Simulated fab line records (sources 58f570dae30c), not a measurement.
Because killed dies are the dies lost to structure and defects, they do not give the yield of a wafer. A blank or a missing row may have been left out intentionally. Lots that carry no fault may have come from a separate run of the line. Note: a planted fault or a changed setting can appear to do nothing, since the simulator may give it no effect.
What tool caused it? / flow berkeleyCmos170 / 14 lots with 42 wafers sampled at 4 steps, on a route of 331 steps

WHAT THE GAUGES READ, wafer by wafer
UCB170_NWELL_OVL_MEAS_12.
lot=L330; measured=day 2 07:21; on=overlay-01; NWELL_OVL (nm)=3 12 6
lot=L332; measured=day 2 21:07; on=overlay-02; NWELL_OVL (nm)=-5 1 -3
lot=L331; measured=day 2 21:31; on=overlay-01; NWELL_OVL (nm)=2 0 -3
lot=L333; measured=day 3 00:43; on=overlay-02; NWELL_OVL (nm)=-8 -6 -1
lot=L334; measured=day 3 10:40; on=overlay-02; NWELL_OVL (nm)=0 7 2
lot=L335; measured=day 3 10:50; on=overlay-01; NWELL_OVL (nm)=-5 5 3
lot=L337; measured=day 3 22:34; on=overlay-01; NWELL_OVL (nm)=-1 4 2
lot=L339; measured=day 4 03:09; on=overlay-02; NWELL_OVL (nm)=4 2 5
lot=L338; measured=day 4 03:49; on=overlay-02; NWELL_OVL (nm)=0 -4 -3
lot=L342; measured=day 5 01:35; on=overlay-02; NWELL_OVL (nm)=0 0 4
lot=L347; measured=day 6 01:15; on=overlay-02; NWELL_OVL (nm)=5 10 4
lot=L351; measured=day 6 19:23; on=overlay-01; NWELL_OVL (nm)=5 8 4
lot=L352; measured=day 6 19:55; on=overlay-02; NWELL_OVL (nm)=9 20 5
lot=L353; measured=day 7 04:19; on=overlay-02; NWELL_OVL (nm)=11 10 9

UCB170_WELLDRIVE_THK_MEAS_02.
lot=L330; measured=day 3 12:01; on=filmMetro-04; WELLDRIVE_OXIDE_THK (nm)=204.1 199.4 202.6
lot=L332; measured=day 4 05:15; on=filmMetro-03; WELLDRIVE_OXIDE_THK (nm)=202.0 199.1 203.5
lot=L331; measured=day 4 05:13; on=filmMetro-04; WELLDRIVE_OXIDE_THK (nm)=199.8 200.1 200.7
lot=L333; measured=day 4 05:15; on=filmMetro-01; WELLDRIVE_OXIDE_THK (nm)=201.7 201.8 200.8
lot=L334; measured=day 4 22:14; on=filmMetro-01; WELLDRIVE_OXIDE_THK (nm)=201.8 200.8 204.1
lot=L335; measured=day 4 14:05; on=filmMetro-04; WELLDRIVE_OXIDE_THK (nm)=200.1 206.7 206.1
lot=L337; measured=day 5 07:23; on=filmMetro-01; WELLDRIVE_OXIDE_THK (nm)=198.2 196.0 196.7
lot=L339; measured=day 5 07:23; on=filmMetro-03; WELLDRIVE_OXIDE_THK (nm)=200.8 201.0 202.0
lot=L338; measured=day 5 07:27; on=filmMetro-04; WELLDRIVE_OXIDE_THK (nm)=196.8 198.4 199.3
lot=L342; measured=day 6 09:38; on=filmMetro-03; WELLDRIVE_OXIDE_THK (nm)=219.8 217.8 219.6
lot=L347; measured=day 7 11:02; on=filmMetro-01; WELLDRIVE_OXIDE_THK (nm)=216.6 220.4 218.4
lot=L351; measured=day 8 04:34; on=filmMetro-03; WELLDRIVE_OXIDE_THK (nm)=205.0 200.5 200.0
lot=L352; measured=day 8 04:34; on=filmMetro-04; WELLDRIVE_OXIDE_THK (nm)=198.3 202.2 201.1
lot=L353; measured=day 8 17:36; on=filmMetro-03; WELLDRIVE_OXIDE_THK (nm)=205.1 203.0 203.8

UCB170_ACTIVE_OVL_MEAS_14.
lot=L330; measured=day 4 04:50; on=overlay-01; ACTIVE_OVL (nm)=-1 6 4
lot=L332; measured=day 5 03:26; on=overlay-01; ACTIVE_OVL (nm)=1 -1 2
lot=L331; measured=day 5 03:35; on=overlay-01; ACTIVE_OVL (nm)=-2 0 -6
lot=L333; measured=day 5 03:09; on=overlay-01; ACTIVE_OVL (nm)=6 1 8
lot=L334; measured=day 5 15:34; on=overlay-02; ACTIVE_OVL (nm)=-3 -4 -4
lot=L335; measured=day 5 15:02; on=overlay-02; ACTIVE_OVL (nm)=4 1 -1
lot=L337; measured=day 6 02:56; on=overlay-01; ACTIVE_OVL (nm)=0 5 7
lot=L339; measured=day 6 03:29; on=overlay-01; ACTIVE_OVL (nm)=1 -2 -9
lot=L338; measured=day 6 03:14; on=overlay-01; ACTIVE_OVL (nm)=9 10 1
lot=L342; measured=day 7 05:40; on=overlay-02; ACTIVE_OVL (nm)=10 4 1
lot=L347; measured=day 8 10:42; on=overlay-01; ACTIVE_OVL (nm)=3 9 2
lot=L351; measured=day 9 03:05; on=overlay-02; ACTIVE_OVL (nm)=2 7 5
lot=L352; measured=day 9 03:18; on=overlay-02; ACTIVE_OVL (nm)=1 3 -2
lot=L353; measured=day 9 14:58; on=overlay-01; ACTIVE_OVL (nm)=9 0 8

TOOL THAT RAN EACH LOT (tool first, then ch and the chambers of the sampled wafers, then the start)
lot=L330; UCB170_WELLDRIVE_OXIDATION_01=furnace-02 ch 0, day 3 08:31
lot=L332; UCB170_WELLDRIVE_OXIDATION_01=furnace-01 ch 0, day 4 01:43
lot=L331; UCB170_WELLDRIVE_OXIDATION_01=furnace-01 ch 0, day 4 01:43
lot=L333; UCB170_WELLDRIVE_OXIDATION_01=furnace-01 ch 0, day 4 01:43
lot=L334; UCB170_WELLDRIVE_OXIDATION_01=furnace-02 ch 0, day 4 18:44
lot=L335; UCB170_WELLDRIVE_OXIDATION_01=furnace-04 ch 0, day 4 10:35
lot=L337; UCB170_WELLDRIVE_OXIDATION_01=furnace-04 ch 0, day 5 03:53
lot=L339; UCB170_WELLDRIVE_OXIDATION_01=furnace-04 ch 0, day 5 03:53
lot=L338; UCB170_WELLDRIVE_OXIDATION_01=furnace-04 ch 0, day 5 03:53
lot=L342; UCB170_WELLDRIVE_OXIDATION_01=furnace-02 ch 0, day 6 06:07
lot=L347; UCB170_WELLDRIVE_OXIDATION_01=furnace-02 ch 0, day 7 07:31
lot=L351; UCB170_WELLDRIVE_OXIDATION_01=furnace-04 ch 0, day 8 01:04
lot=L352; UCB170_WELLDRIVE_OXIDATION_01=furnace-04 ch 0, day 8 01:04
lot=L353; UCB170_WELLDRIVE_OXIDATION_01=furnace-04 ch 0, day 8 14:05
- UCB170_WELLDRIVE_OXIDATION_01: target thk 199 nm, ox time 9000 s.

WHAT THE TOOLS THEMSELVES READ (means of the sampled wafers that have a number; where no wafer has one, the mark that the record gives instead)
UCB170_WELLDRIVE_OXIDATION_01.
lot=L330; tool=furnace-02; spikeTcCentreC (C)=1103.1; spikeTcLoadC (C)=1132; spikeTcSourceC (C)=1127.2; tubeCenterTempC (C)=1100; tube_center_temp_C_max=1102.8
lot=L332; tool=furnace-01; spikeTcCentreC (C)=1103.1; spikeTcLoadC (C)=1130; spikeTcSourceC (C)=1125.7; tubeCenterTempC (C)=1100; tube_center_temp_C_max=1102.6
lot=L331; tool=furnace-01; spikeTcCentreC (C)=1104.0; spikeTcLoadC (C)=1130; spikeTcSourceC (C)=1125.9; tubeCenterTempC (C)=1100; tube_center_temp_C_max=1103.1
lot=L333; tool=furnace-01; spikeTcCentreC (C)=1102.7; spikeTcLoadC (C)=1131; spikeTcSourceC (C)=1125.8; tubeCenterTempC (C)=1100; tube_center_temp_C_max=1102.3
lot=L334; tool=furnace-02; spikeTcCentreC (C)=1103.2; spikeTcLoadC (C)=1134; spikeTcSourceC (C)=1127.2; tubeCenterTempC (C)=1100; tube_center_temp_C_max=1103.0
lot=L335; tool=furnace-04; spikeTcCentreC (C)=1102.4; spikeTcLoadC (C)=1126; spikeTcSourceC (C)=1126.5; tubeCenterTempC (C)=1100; tube_center_temp_C_max=1103.1
lot=L337; tool=furnace-04; spikeTcCentreC (C)=1101.7; spikeTcLoadC (C)=1126; spikeTcSourceC (C)=1127.4; tubeCenterTempC (C)=1100; tube_center_temp_C_max=1102.7
lot=L339; tool=furnace-04; spikeTcCentreC (C)=1101.8; spikeTcLoadC (C)=1127; spikeTcSourceC (C)=1128.2; tubeCenterTempC (C)=1100; tube_center_temp_C_max=1102.6
lot=L338; tool=furnace-04; spikeTcCentreC (C)=1102.2; spikeTcLoadC (C)=1125; spikeTcSourceC (C)=1127.7; tubeCenterTempC (C)=1100; tube_center_temp_C_max=1102.5
lot=L342; tool=furnace-02; spikeTcCentreC (C)=1118.9; spikeTcLoadC (C)=1149; spikeTcSourceC (C)=1143.1; tubeCenterTempC (C)=1116; tube_center_temp_C_max=1118.4
lot=L347; tool=furnace-02; spikeTcCentreC (C)=1118.9; spikeTcLoadC (C)=1148; spikeTcSourceC (C)=1142.8; tubeCenterTempC (C)=1116; tube_center_temp_C_max=1118.3
lot=L351; tool=furnace-04; spikeTcCentreC (C)=1103.7; spikeTcLoadC (C)=1126; spikeTcSourceC (C)=1128.1; tubeCenterTempC (C)=1100; tube_center_temp_C_max=1103.1
lot=L352; tool=furnace-04; spikeTcCentreC (C)=1101.3; spikeTcLoadC (C)=1127; spikeTcSourceC (C)=1127.0; tubeCenterTempC (C)=1100; tube_center_temp_C_max=1103.0
lot=L353; tool=furnace-04; spikeTcCentreC (C)=1101.9; spikeTcLoadC (C)=1127; spikeTcSourceC (C)=1127.8; tubeCenterTempC (C)=1100; tube_center_temp_C_max=1102.6

THE ANSWER, worked out from the rows above alone
Rule: usual is defined by the lots themselves. The widest of any qualifying gaps counts: lots, ordered by their means at a reading, are off when they make up no more than a third of the lots, leave a main group of 4 or more, and stand apart from it by 3 or more times the standard deviation of that group's means. If all means in a main group match to the digits the tables above print for the reading, that group is not used. Also off: a lot with no number at a reading for which 4 or more lots have one. Where the step has rows for the other lots, those lots are counted as sound. After the gauges, taken in route order, come the tools' own readings; for these a lot's mean is taken, as printed above. The first step at which some lot is off is used, and at that step the reading that is off furthest; a lot without a number counts as furthest.
Off: L342, L347, seen at UCB170_WELLDRIVE_THK_MEAS_02 (WELLDRIVE_OXIDE_THK). For the main group the mean is 201.2 nm and the standard deviation 2.
If a tool, at a process step before that reading, ran all the lots that are off and no sound lot after the first of them, it fits. The gauges at UCB170_WELLDRIVE_THK_MEAS_02 aren't tried: what is off there is off at UCB170_WELLDRIVE_OXIDATION_01 too, on other tools, and a gauge's error can't cause that. One candidate fits, namely furnace-02 at UCB170_WELLDRIVE_OXIDATION_01. A fault onset in the window from L334 (day 4 18:44, its last sound lot) to L342 (day 6 06:07, its first lot off) fits.
The tool's own readings at UCB170_WELLDRIVE_OXIDATION_01 bear it out: on the lots that are off they differ by more than 5 times the standard deviation of the sound lots' means. spikeTcCentreC reads 1118.9 C there against 1102.6 C on the sound lots; spikeTcLoadC reads 1148 C there against 1128 C on the sound lots; spikeTcSourceC reads 1142.9 C there against 1127.0 C on the sound lots; tubeCenterTempC reads 1116 C there against 1100 C on the sound lots; tube_center_temp_C_max reads 1118.3 there against 1102.8 on the sound lots.

WHAT THE SIMULATOR HAD PUT IN
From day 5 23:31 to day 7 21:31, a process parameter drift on furnace-02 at UCB170_WELLDRIVE_OXIDATION_01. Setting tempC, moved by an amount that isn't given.
Lots struck among those shown: L342, L347. This agrees with what the rule above found.
